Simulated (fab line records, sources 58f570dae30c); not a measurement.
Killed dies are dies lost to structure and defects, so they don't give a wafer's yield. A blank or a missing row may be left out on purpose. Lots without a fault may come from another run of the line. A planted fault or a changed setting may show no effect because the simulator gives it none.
Which tool did it? | flow berkeley_cmos170 | 14 lots, 42 wafers sampled, at 3 steps of a route of 331

WHAT THE GAUGES READ, wafer by wafer
UCB170_V2_THK_MEAS_01. Usual: V2_TEOS_THK 2011 nm, standard deviation 26.
lot  | measured     | on            | V2_TEOS_THK (nm) | flag
L130 | day 8 00:04  | film_metro-02 | 2011 2024 2020   |
L131 | day 8 05:53  | film_metro-04 | 1965 2004 2046   |
L129 | day 8 06:10  | film_metro-03 | 1985 1995 1946   |
L138 | day 10 01:44 | film_metro-03 | 1978 2011 2045   |
L140 | day 10 04:47 | film_metro-04 | 1970 1984 2020   |
L141 | day 10 05:03 | film_metro-04 | 2043 2013 2065   |
L144 | day 10 19:05 | film_metro-03 | 2014 2026 2051   |
L145 | day 10 19:17 | film_metro-02 | 1985 2022 2027   |
L146 | day 10 22:35 | film_metro-02 | 2007 2042 1996   |
L147 | day 10 22:55 | film_metro-04 | 1993 2021 2021   |
L148 | day 11 14:14 | film_metro-02 | 2024 2023 2015   |
L151 | day 11 14:47 | film_metro-03 | 1972 2012 2010   |
L149 | day 11 15:08 | film_metro-03 | 1979 1993 2024   |
L150 | day 11 23:37 | film_metro-02 | 1978 1986 2031   |

UCB170_M3_OVL_MEAS_16. Usual: M3_OVL 0 nm, standard deviation 4.6.
lot  | measured     | on         | M3_OVL (nm) | flag
L130 | day 8 06:48  | overlay-02 | 0 -1 5      |
L131 | day 8 10:28  | overlay-02 | 9 15 8      |
L129 | day 8 10:54  | overlay-01 | -1 -3 2     |
L138 | day 10 08:10 | overlay-02 | 10 8 13     |
L140 | day 10 10:43 | overlay-02 | 11 1 3      |
L141 | day 10 10:59 | overlay-02 | 3 2 0       |
L144 | day 10 23:27 | overlay-02 | -3 -3 -2    |
L145 | day 10 23:55 | overlay-01 | 3 5 1       |
L146 | day 11 03:13 | overlay-01 | -1 -1 -6    |
L147 | day 11 03:28 | overlay-02 | 1 4 3       |
L148 | day 11 18:37 | overlay-02 | 1 4 -2      |
L151 | day 11 19:06 | overlay-02 | -2 1 -8     |
L149 | day 11 19:28 | overlay-02 | -2 -1 -4    |
L150 | day 12 04:37 | overlay-02 | 11 4 0      |

WHICH TOOL RAN EACH LOT (tool, then ch and the chambers of the sampled wafers, then the start)
lot  | UCB170_V2_CMP_02
L130 | cmp-01 ch 0,1,3, day 8 00:11
L131 | cmp-02 ch 0,1, day 8 06:00
L129 | cmp-01 ch 0,2,3, day 8 06:14
L138 | cmp-02 ch 1,2,3, day 10 01:54
L140 | cmp-02 ch 0,3, day 10 04:53
L141 | cmp-02 ch 1,2,3, day 10 05:11
L144 | cmp-01 ch 2,3, day 10 19:09
L145 | cmp-01 ch 2,3, day 10 19:30
L146 | cmp-01 ch 0,2,3, day 10 22:44
L147 | cmp-02 ch 1,2,3, day 10 22:58
L148 | cmp-01 ch 0,1,3, day 11 14:18
L151 | cmp-01 ch 1,2,3, day 11 14:50
L149 | cmp-02 ch 2,3, day 11 15:11
L150 | cmp-02 ch 0,1,3, day 11 23:41
- UCB170_V2_CMP_02: polishes SiO2.

WHAT THE TOOLS THEMSELVES READ (means of the sampled wafers that have a number; where no wafer has one, the mark that the record gives instead)
UCB170_V2_CMP_02. Usual: motor_current_A 16.3 A, standard deviation 1.4; retaining_ring_pressure_frac 1.000, standard deviation 0.005.
lot  | tool   | motor_current_A (A) | retaining_ring_pressure_frac | flag
L130 | cmp-01 | 15.8                | 0.999                        |
L131 | cmp-02 | 16.3                | 0.995                        |
L129 | cmp-01 | 15.7                | 1.001                        |
L138 | cmp-02 | 16.3                | 1.000                        |
L140 | cmp-02 | 16.7                | 0.992                        |
L141 | cmp-02 | 16.6                | 1.000                        |
L144 | cmp-01 | 16.8                | 1.001                        |
L145 | cmp-01 | 16.8                | 1.000                        |
L146 | cmp-01 | 16.0                | 1.000                        |
L147 | cmp-02 | 15.7                | 1.008                        |
L148 | cmp-01 | 15.9                | 1.005                        |
L151 | cmp-01 | 16.6                | 0.997                        |
L149 | cmp-02 | 17.1                | 1.002                        |
L150 | cmp-02 | 16.4                | 1.000                        |

THE ANSWER, worked out from the rows above alone
Rule: a lot is off if the mean of its wafers that have a number lies more than 3 standard deviations from the usual mean. A lot without any number at a reading at which 4 lots or more have one is off too. The other lots that the step has rows for count as sound. The gauges are gone through in route order, then the tools' own readings, and for those a lot's mean is taken as printed above. The first step at which some lot is off is used, and at that step the reading that is off furthest; a lot without a number counts as furthest.
No lot is off at any reading shown: from this, nothing can be told.

WHAT THE SIMULATOR HAD PUT IN
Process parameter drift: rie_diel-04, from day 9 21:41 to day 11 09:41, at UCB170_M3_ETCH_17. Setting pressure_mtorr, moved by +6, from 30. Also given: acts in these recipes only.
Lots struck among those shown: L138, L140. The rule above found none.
